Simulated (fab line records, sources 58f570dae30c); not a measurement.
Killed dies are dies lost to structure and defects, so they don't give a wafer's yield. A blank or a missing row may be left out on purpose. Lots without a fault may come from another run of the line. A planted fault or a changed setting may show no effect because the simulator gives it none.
A struck lot beside a sound one | flow berkeley_cmos170 | 17 steps out of a route of 331
Sound: wafers L612.2, L612.3, L612.4. Struck: wafers L622.1, L622.2, L622.6. The cause comes at the end.
At each step with rows: each side's tool, then ch and its chambers, then its first start. Under that, the readings that differ: sound wafers | struck wafers | difference of the means | sigmas: that difference in standard deviations of wafers without a fault.
alike: readings whose means differ by less than 2 such deviations, and words and numbers that are the same on both sides. not compared: withheld readings, readings that some wafer has no value for, bounds like >300 that may hide the same value, and numbers for which the record gives no deviation and whose values overlap.
The two part at a step that has a row with sigmas, a row that says differs or no value, or rows on one side only. Numbers that don't overlap but have no deviation are shown without sigmas and don't part them. A reading that every wafer of one side lacks parts them only if that side has two wafers or more.

UCB170_GATE_THK_MEAS_02:
  sound on film_metro-03, day 6 06:21; struck on film_metro-02, day 8 03:25
  alike: GATE_OXIDE_THK
then, 2 steps without rows for these wafers: UCB170_GATE_ANNEAL_03 (time 1800 s); UCB170_GATE_CVD_04 (deposits poly-Si from SiH4, time 1440 s, target thk 214 nm).
UCB170_GATE_THK_MEAS_05:
  sound on film_metro-01, day 6 14:42; struck on film_metro-01, day 8 09:55
  alike: GATE_POLY_THK
then, 6 steps without rows for these wafers: UCB170_GATE_COAT_06; UCB170_GATE_COAT_07 (resist thk 900 nm); UCB170_GATE_SOFTBAKE_08 (time 60 s); UCB170_GATE_EXPOSE_09 (exposes mask POLY, target cd 350 nm); UCB170_GATE_PEB_10; UCB170_GATE_DEVELOP_11 (develop time 45 s).
UCB170_GATE_CD_MEAS_12: target cd 350 nm.
  sound on cd_sem-02, day 6 17:00; struck on cd_sem-01, day 8 11:13
  alike: cd_nm
UCB170_GATE_OVL_MEAS_13:
  sound on overlay-02, day 6 17:07; struck on overlay-01, day 8 11:20
  alike: GATE_OVL
UCB170_GATE_ETCH_14: etches BARC in N2/H2.
  sound on rie_diel-02 ch 1,2,3, day 6 17:08; struck on rie_diel-04 ch 0,1, day 8 11:22
  no value came back on the struck wafers for any of 5 readings (bias_w (W), chamber_pressure_mTorr (mTorr) and others); on the sound wafers bias_w (W) reads 99.8 99.8 99.7
UCB170_GATE_ETCH_15: etches poly-Si in HBr/Cl2, stops on SiO2, time 56.3 s, target depth 278.2 nm.
  sound on rie_si-01 ch 0,3, day 6 17:11; struck on rie_si-01 ch 1,3, day 8 11:25
  reading               | sound             | struck            | difference | sigmas
  oes_product_au (a.u.) | 0.819 0.819 0.819 | 0.260 0.266 0.269 | -0.554     | -33
  alike: HBr_flow_sccm, bias_w, drypump_motor_current_A, throttle_valve_pct
  not compared: rf_hours_counter_h
UCB170_GATE_STRIP_16: strips in O2.
  sound on plasma_asher-03 ch 0,1, day 6 17:14; struck on plasma_asher-04 ch 0,1, day 8 11:27
  alike: drypump_motor_current_A, oes_product_au
  not compared: rf_hours_counter_h
UCB170_GATE_CD_MEAS_90: target cd 350 nm.
  sound on cd_sem-01, day 6 17:21; struck on cd_sem-01, day 8 11:33
  reading    | sound             | struck | difference                    | sigmas
  cd_nm (nm) | 351.6 349.6 350.2 | - - -  | no value on the struck wafers |
then, 1 step without rows for these wafers: UCB170_GATE_CLEAN_17 (cleans in SPM, time 600 s).

WHERE THEY PART
First at UCB170_GATE_ETCH_14; last, within this record, at UCB170_GATE_CD_MEAS_90.

WHY: what the simulator had put in
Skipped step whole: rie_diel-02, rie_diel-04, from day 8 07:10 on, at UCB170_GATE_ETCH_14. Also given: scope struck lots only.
